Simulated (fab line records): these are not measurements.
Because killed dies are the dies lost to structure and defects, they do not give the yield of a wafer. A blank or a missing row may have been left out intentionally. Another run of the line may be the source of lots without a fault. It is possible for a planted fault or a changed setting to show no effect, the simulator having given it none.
Which tool was responsible? :: flow berkeley-cmos170 :: 15 lots with 45 wafers sampled at 5 steps, on a route of 331 steps

== WHAT THE GAUGES READ, wafer by wafer ==
UCB170_NSD_CD_MEAS_06: target cd 1200 nm. Usual: cd-nm at 1200.2 nm, with a standard deviation of 1.4.
lot: L634
measured: day 6 21:32
on: cd-sem-02
cd-nm (nm): 1200.7 1201.1 1200.9
flag: 

lot: L633
measured: day 6 21:37
on: cd-sem-01
cd-nm (nm): 1199.9 1198.8 1198.4
flag: 

lot: L632
measured: day 6 21:55
on: cd-sem-02
cd-nm (nm): 1200.5 1199.7 1199.9
flag: 

lot: L636
measured: day 7 11:26
on: cd-sem-02
cd-nm (nm): 1199.1 1199.2 1199.2
flag: 

lot: L638
measured: day 7 23:12
on: cd-sem-01
cd-nm (nm): 1202.2 1201.5 1201.2
flag: 

lot: L639
measured: day 7 23:19
on: cd-sem-02
cd-nm (nm): 1202.8 1202.1 1202.2
flag: 

lot: L640
measured: day 8 09:53
on: cd-sem-02
cd-nm (nm): 1200.2 1200.2 1199.3
flag: 

lot: L642
measured: day 9 00:50
on: cd-sem-02
cd-nm (nm): 1200.7 1199.7 1201.0
flag: 

lot: L641
measured: day 9 01:06
on: cd-sem-01
cd-nm (nm): 1199.1 1199.0 1199.9
flag: 

lot: L644
measured: day 9 06:36
on: cd-sem-02
cd-nm (nm): 1200.4 1199.6 1200.0
flag: 

lot: L643
measured: day 9 07:17
on: cd-sem-01
cd-nm (nm): 1198.3 1198.3 1200.6
flag: 

lot: L653
measured: day 11 12:12
on: cd-sem-01
cd-nm (nm): 1200.4 1199.1 1200.5
flag: 

lot: L654
measured: day 11 12:26
on: cd-sem-01
cd-nm (nm): 1198.9 1197.2 1200.4
flag: 

lot: L651
measured: day 11 12:34
on: cd-sem-02
cd-nm (nm): 1203.3 1200.6 1201.3
flag: 

lot: L655
measured: day 11 17:33
on: cd-sem-01
cd-nm (nm): 1201.8 1202.4 1201.1
flag: 

UCB170_V2_THK_MEAS_01. Usual: V2_TEOS_THK 2001 nm, standard deviation 25.
lot: L634
measured: day 7 17:17
on: film-metro-02
V2_TEOS_THK (nm): 2027 1999 2049
flag: 

lot: L633
measured: day 7 17:17
on: film-metro-04
V2_TEOS_THK (nm): 1988 1996 2037
flag: 

lot: L632
measured: day 7 17:31
on: film-metro-02
V2_TEOS_THK (nm): 1977 2021 2026
flag: 

lot: L636
measured: day 8 09:24
on: film-metro-02
V2_TEOS_THK (nm): 1995 2009 2051
flag: 

lot: L638
measured: day 8 20:01
on: film-metro-04
V2_TEOS_THK (nm): 1977 1972 2020
flag: 

lot: L639
measured: day 8 21:20
on: film-metro-04
V2_TEOS_THK (nm): 1981 1963 2009
flag: 

lot: L640
measured: day 9 05:07
on: film-metro-04
V2_TEOS_THK (nm): 2001 2003 2020
flag: 

lot: L642
measured: day 9 20:55
on: film-metro-04
V2_TEOS_THK (nm): 1961 1975 1968
flag: 

lot: L641
measured: day 9 21:24
on: film-metro-04
V2_TEOS_THK (nm): 1994 2032 2046
flag: 

lot: L644
measured: day 10 06:04
on: film-metro-01
V2_TEOS_THK (nm): 3944 3954 4000
flag: OFF

lot: L643
measured: day 10 05:25
on: film-metro-04
V2_TEOS_THK (nm): 3947 3949 4000
flag: OFF

lot: L653
measured: day 12 11:03
on: film-metro-01
V2_TEOS_THK (nm): 2019 2039 2024
flag: 

lot: L654
measured: day 12 11:18
on: film-metro-02
V2_TEOS_THK (nm): 1987 2017 2009
flag: 

lot: L651
measured: day 12 12:04
on: film-metro-01
V2_TEOS_THK (nm): 3976 3991 4029
flag: OFF

lot: L655
measured: day 12 11:30
on: film-metro-04
V2_TEOS_THK (nm): 1968 2001 2000
flag: 

UCB170_M3_OVL_MEAS_16. Usual: M3_OVL 0 nm, standard deviation 5.3.
lot: L634
measured: day 7 21:56
on: overlay-02
M3_OVL (nm): -2 0 -3
flag: 

lot: L633
measured: day 7 22:08
on: overlay-02
M3_OVL (nm): 11 14 11
flag: 

lot: L632
measured: day 7 22:23
on: overlay-01
M3_OVL (nm): -2 -1 -2
flag: 

lot: L636
measured: day 8 13:34
on: overlay-01
M3_OVL (nm): 1 6 4
flag: 

lot: L638
measured: day 9 02:13
on: overlay-02
M3_OVL (nm): -10 -9 -7
flag: 

lot: L639
measured: day 9 04:07
on: overlay-02
M3_OVL (nm): 1 5 0
flag: 

lot: L640
measured: day 9 10:25
on: overlay-02
M3_OVL (nm): 8 3 8
flag: 

lot: L642
measured: day 10 03:11
on: overlay-01
M3_OVL (nm): 1 -1 3
flag: 

lot: L641
measured: day 10 03:32
on: overlay-01
M3_OVL (nm): -3 -3 -4
flag: 

lot: L644
measured: day 10 11:46
on: overlay-01
M3_OVL (nm): 0 1 1
flag: 

lot: L643
measured: day 10 10:35
on: overlay-01
M3_OVL (nm): -1 -3 -5
flag: 

lot: L653
measured: day 12 16:02
on: overlay-02
M3_OVL (nm): 8 2 10
flag: 

lot: L654
measured: day 12 16:22
on: overlay-02
M3_OVL (nm): -1 -7 -6
flag: 

lot: L651
measured: day 12 17:01
on: overlay-02
M3_OVL (nm): -8 -4 -7
flag: 

lot: L655
measured: day 12 16:23
on: overlay-01
M3_OVL (nm): 2 -9 -2
flag: 

== TOOL THAT RAN EACH LOT (tool first, then ch and the chambers of the sampled wafers, then the start) ==
lot: L634
UCB170_V2_CVD_00: pecvd-04 ch 0,1,2, day 7 17:07
UCB170_M3_STRIP_07: plasma-asher-02 ch 0,1, day 7 20:24

lot: L633
UCB170_V2_CVD_00: pecvd-02 ch 0,1, day 7 17:04
UCB170_M3_STRIP_07: plasma-asher-03 ch 0,1, day 7 20:51

lot: L632
UCB170_V2_CVD_00: pecvd-03 ch 1,2, day 7 17:21
UCB170_M3_STRIP_07: plasma-asher-02 ch 0,1, day 7 21:01

lot: L636
UCB170_V2_CVD_00: pecvd-03 ch 0,1,2, day 8 09:14
UCB170_M3_STRIP_07: plasma-asher-02 ch 0,1, day 8 12:17

lot: L638
UCB170_V2_CVD_00: pecvd-04 ch 0,1,2, day 8 19:52
UCB170_M3_STRIP_07: plasma-asher-02 ch 0,1, day 8 23:02

lot: L639
UCB170_V2_CVD_00: pecvd-02 ch 1,2, day 8 21:10
UCB170_M3_STRIP_07: plasma-asher-04 ch 0,1, day 9 02:32

lot: L640
UCB170_V2_CVD_00: pecvd-02 ch 0,1, day 9 04:57
UCB170_M3_STRIP_07: plasma-asher-03 ch 0,1, day 9 09:01

lot: L642
UCB170_V2_CVD_00: pecvd-04 ch 1,2, day 9 20:45
UCB170_M3_STRIP_07: plasma-asher-02 ch 0,1, day 10 00:30

lot: L641
UCB170_V2_CVD_00: pecvd-03 ch 1,2, day 9 21:13
UCB170_M3_STRIP_07: plasma-asher-04 ch 0,1, day 10 00:59

lot: L644
UCB170_V2_CVD_00: pecvd-02 ch 0,1,2, day 10 05:35
UCB170_M3_STRIP_07: plasma-asher-03 ch 0,1, day 10 09:17

lot: L643
UCB170_V2_CVD_00: pecvd-04 ch 0,1,2, day 10 04:56
UCB170_M3_STRIP_07: plasma-asher-02 ch 0,1, day 10 09:05

lot: L653
UCB170_V2_CVD_00: pecvd-04 ch 0,1,2, day 12 10:56
UCB170_M3_STRIP_07: plasma-asher-04 ch 0,1, day 12 14:19

lot: L654
UCB170_V2_CVD_00: pecvd-03 ch 0,2, day 12 11:08
UCB170_M3_STRIP_07: plasma-asher-04 ch 0,1, day 12 14:43

lot: L651
UCB170_V2_CVD_00: pecvd-04 ch 0,2, day 12 11:35
UCB170_M3_STRIP_07: plasma-asher-03 ch 0,1, day 12 15:46

lot: L655
UCB170_V2_CVD_00: pecvd-02 ch 0,1, day 12 11:20
UCB170_M3_STRIP_07: plasma-asher-02 ch 0,1, day 12 14:44
- UCB170_V2_CVD_00: deposits SiO2 from TEOS/O2, target thk 2000 nm, time 250 s.
- UCB170_M3_STRIP_07: strips in O2.

== WHAT THE TOOLS THEMSELVES READ (means of the sampled wafers that have a number; where no wafer has one, the mark that the record gives instead) ==
UCB170_V2_CVD_00. Usual: heater-power-w 249 W, standard deviation 62; rf-fwd-power-W 548.8 W, standard deviation 1.8.
lot: L634
tool: pecvd-04
heater-power-w (W): 285
rf-fwd-power-W (W): 548.1
flag: 

lot: L633
tool: pecvd-02
heater-power-w (W): 276
rf-fwd-power-W (W): 549.1
flag: 

lot: L632
tool: pecvd-03
heater-power-w (W): 187
rf-fwd-power-W (W): 549.0
flag: 

lot: L636
tool: pecvd-03
heater-power-w (W): 218
rf-fwd-power-W (W): 548.5
flag: 

lot: L638
tool: pecvd-04
heater-power-w (W): 283
rf-fwd-power-W (W): 548.6
flag: 

lot: L639
tool: pecvd-02
heater-power-w (W): 270
rf-fwd-power-W (W): 549.8
flag: 

lot: L640
tool: pecvd-02
heater-power-w (W): 276
rf-fwd-power-W (W): 548.4
flag: 

lot: L642
tool: pecvd-04
heater-power-w (W): 277
rf-fwd-power-W (W): 550.2
flag: 

lot: L641
tool: pecvd-03
heater-power-w (W): 238
rf-fwd-power-W (W): 547.2
flag: 

lot: L644
tool: pecvd-02
heater-power-w (W): 250
rf-fwd-power-W (W): 549.0
flag: 

lot: L643
tool: pecvd-04
heater-power-w (W): 221
rf-fwd-power-W (W): 547.6
flag: 

lot: L653
tool: pecvd-04
heater-power-w (W): 264
rf-fwd-power-W (W): 548.3
flag: 

lot: L654
tool: pecvd-03
heater-power-w (W): 204
rf-fwd-power-W (W): 548.2
flag: 

lot: L651
tool: pecvd-04
heater-power-w (W): 222
rf-fwd-power-W (W): 548.2
flag: 

lot: L655
tool: pecvd-02
heater-power-w (W): 304
rf-fwd-power-W (W): 549.8
flag: 

UCB170_M3_STRIP_07. Usual: drypump-motor-current-A 5.9 A, standard deviation 0.31; oes-product-au 0.735 a.u., standard deviation 0.0043; strip-time-to-endpoint-s 21.95 s, standard deviation 0.06.
lot: L634
tool: plasma-asher-02
drypump-motor-current-A (A): 5.8
oes-product-au (a.u.): 0.735
strip-time-to-endpoint-s (s): 21.94
flag: 

lot: L633
tool: plasma-asher-03
drypump-motor-current-A (A): 6.1
oes-product-au (a.u.): 0.734
strip-time-to-endpoint-s (s): 22.02
flag: 

lot: L632
tool: plasma-asher-02
drypump-motor-current-A (A): 5.8
oes-product-au (a.u.): 0.732
strip-time-to-endpoint-s (s): 22.01
flag: 

lot: L636
tool: plasma-asher-02
drypump-motor-current-A (A): 5.7
oes-product-au (a.u.): 0.735
strip-time-to-endpoint-s (s): 21.95
flag: 

lot: L638
tool: plasma-asher-02
drypump-motor-current-A (A): 5.7
oes-product-au (a.u.): 0.735
strip-time-to-endpoint-s (s): 21.97
flag: 

lot: L639
tool: plasma-asher-04
drypump-motor-current-A (A): 6.2
oes-product-au (a.u.): 0.737
strip-time-to-endpoint-s (s): 21.91
flag: 

lot: L640
tool: plasma-asher-03
drypump-motor-current-A (A): 6.1
oes-product-au (a.u.): 0.736
strip-time-to-endpoint-s (s): 21.91
flag: 

lot: L642
tool: plasma-asher-02
drypump-motor-current-A (A): 5.7
oes-product-au (a.u.): 0.732
strip-time-to-endpoint-s (s): 21.98
flag: 

lot: L641
tool: plasma-asher-04
drypump-motor-current-A (A): 5.9
oes-product-au (a.u.): 0.732
strip-time-to-endpoint-s (s): 21.93
flag: 

lot: L644
tool: plasma-asher-03
drypump-motor-current-A (A): 6.1
oes-product-au (a.u.): 0.735
strip-time-to-endpoint-s (s): 21.94
flag: 

lot: L643
tool: plasma-asher-02
drypump-motor-current-A (A): 5.7
oes-product-au (a.u.): 0.739
strip-time-to-endpoint-s (s): 21.98
flag: 

lot: L653
tool: plasma-asher-04
drypump-motor-current-A (A): 5.9
oes-product-au (a.u.): 0.734
strip-time-to-endpoint-s (s): 21.85
flag: 

lot: L654
tool: plasma-asher-04
drypump-motor-current-A (A): 6.2
oes-product-au (a.u.): 0.735
strip-time-to-endpoint-s (s): 21.92
flag: 

lot: L651
tool: plasma-asher-03
drypump-motor-current-A (A): 6.1
oes-product-au (a.u.): 0.734
strip-time-to-endpoint-s (s): 21.92
flag: 

lot: L655
tool: plasma-asher-02
drypump-motor-current-A (A): 5.7
oes-product-au (a.u.): 0.736
strip-time-to-endpoint-s (s): 21.92
flag: 

== THE ANSWER, worked out from the rows above alone ==
Rule: take the mean of a lot's wafers that have a number; if it is more than 3 standard deviations from the usual mean, the lot is off. A lot without any number at a reading at which 4 lots or more have one is off too. The other lots that the step has rows for count as sound. The gauges are gone through in route order, then the tools' own readings, and for those a lot's mean is taken as printed above. The first step at which some lot is off is used, and at that step the reading that is off furthest; a lot without a number counts as furthest.
Off: L644, L643, L651, seen at UCB170_V2_THK_MEAS_01 (V2_TEOS_THK).
A tool fits if, at a process step before that reading, it ran every lot that is off, and no sound lot after the first of them. Those tools and the gauges at UCB170_V2_THK_MEAS_01 are tried in the same way. None of those tried fits.

== WHAT THE SIMULATOR HAD PUT IN ==
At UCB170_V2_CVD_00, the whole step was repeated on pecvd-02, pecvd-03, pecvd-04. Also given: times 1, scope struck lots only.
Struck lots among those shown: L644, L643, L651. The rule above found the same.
